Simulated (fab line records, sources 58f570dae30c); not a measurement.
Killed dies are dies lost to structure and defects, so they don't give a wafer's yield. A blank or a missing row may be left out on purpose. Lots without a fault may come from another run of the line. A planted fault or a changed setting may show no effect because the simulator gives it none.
Tool commonality check | flow berkeley_cmos170 | 14 lots, 42 wafers sampled

WHY IT WAS OPENED
At UCB170_M2_RS_MEAS_02 the reading M2_AL_RS is flagged on 2 of 14 lots. Wafers without a fault read 0.0323 ohm/sq, standard deviation 0.00034.
Rule: a lot is flagged when every wafer of it that has a number lies more than 4 standard deviations from that mean, or none has a number. The other lots count as sound.

lot  | measured     | on            | M2_AL_RS (ohm/sq), wafer by wafer | flag
L947 | day 9 03:38  | film_metro-01 | 0.0323 0.0320 0.0319              |
L952 | day 9 14:01  | film_metro-01 | 0.0321 0.0320 0.0320              |
L951 | day 9 14:13  | film_metro-01 | 0.0326 0.0328 0.0327              |
L950 | day 9 14:41  | film_metro-01 | 0.0323 0.0323 0.0324              |
L954 | day 10 17:52 | film_metro-02 | 0.0325 0.0326 0.0323              |
L956 | day 11 03:28 | film_metro-02 | 0.0325 0.0324 0.0323              |
L958 | day 11 06:10 | film_metro-03 | 0.0324 0.0318 0.0321              |
L957 | day 11 06:47 | film_metro-03 | 0.0318 0.0319 0.0322              |
L955 | day 11 07:05 | film_metro-02 | 0.0325 0.0327 0.0324              |
L960 | day 11 07:59 | film_metro-03 | 0.0324 0.0325 0.0327              |
L961 | day 11 19:52 | film_metro-01 | 0.0160 0.0160 0.0160              | FLAGGED
L962 | day 11 22:46 | film_metro-03 | 0.0319 0.0316 0.0321              |
L966 | day 12 13:13 | film_metro-02 | 0.0161 0.0162 0.0161              | FLAGGED
L968 | day 13 03:31 | film_metro-01 | 0.0323 0.0328 0.0326              |
The numbers of the flagged lots are 0.0161 ohm/sq on average: -0.0162 ohm/sq against the usual, or -48 standard deviations.

WHICH TOOL RAN EACH LOT
The record holds 1 process step before the reading, out of a route of 331 steps. In each cell: the tool, then ch and the chambers that the sampled wafers went through, then the start.
lot  | flag    | UCB170_M2_SPUTTER_01
L947 |         | pvd_sputter-03, day 9 03:32
L952 |         | pvd_sputter-03, day 9 13:55
L951 |         | pvd_sputter-02, day 9 14:08
L950 |         | pvd_sputter-03, day 9 14:31
L954 |         | pvd_sputter-04, day 10 17:46
L956 |         | pvd_sputter-03, day 11 03:23
L958 |         | pvd_sputter-02, day 11 06:01
L957 |         | pvd_sputter-04, day 11 06:42
L955 |         | pvd_sputter-03, day 11 06:58
L960 |         | pvd_sputter-04, day 11 07:53
L961 | FLAGGED | pvd_sputter-04, day 11 19:31
L962 |         | pvd_sputter-03, day 11 22:38
L966 | FLAGGED | pvd_sputter-02, day 12 12:52
L968 |         | pvd_sputter-04, day 13 03:26
What these steps do:
- UCB170_M2_SPUTTER_01: material Al, target thk 900 nm, time 120 s.
- UCB170_M2_RS_MEAS_02: measures by four-point-probe.

FLAGGED OVER TOTAL, TOOL BY TOOL (the gauges that took the reading come last)
step                 | tool           | lots run | flagged | share of the flagged lots | sound lots run after its first flagged lot
UCB170_M2_SPUTTER_01 | pvd_sputter-02 | 3        | 1       | some                      | 0
UCB170_M2_SPUTTER_01 | pvd_sputter-03 | 6        | 0       | none                      | -
UCB170_M2_SPUTTER_01 | pvd_sputter-04 | 5        | 1       | some                      | 1 (L968)
UCB170_M2_RS_MEAS_02 | film_metro-01  | 6        | 1       | some                      | 1 (L968)
UCB170_M2_RS_MEAS_02 | film_metro-02  | 4        | 1       | some                      | 0
UCB170_M2_RS_MEAS_02 | film_metro-03  | 4        | 0       | none                      | -

WHAT THE TABLE ALLOWS
No row of the table ran every flagged lot.

WHAT THE SIMULATOR HAD PUT IN
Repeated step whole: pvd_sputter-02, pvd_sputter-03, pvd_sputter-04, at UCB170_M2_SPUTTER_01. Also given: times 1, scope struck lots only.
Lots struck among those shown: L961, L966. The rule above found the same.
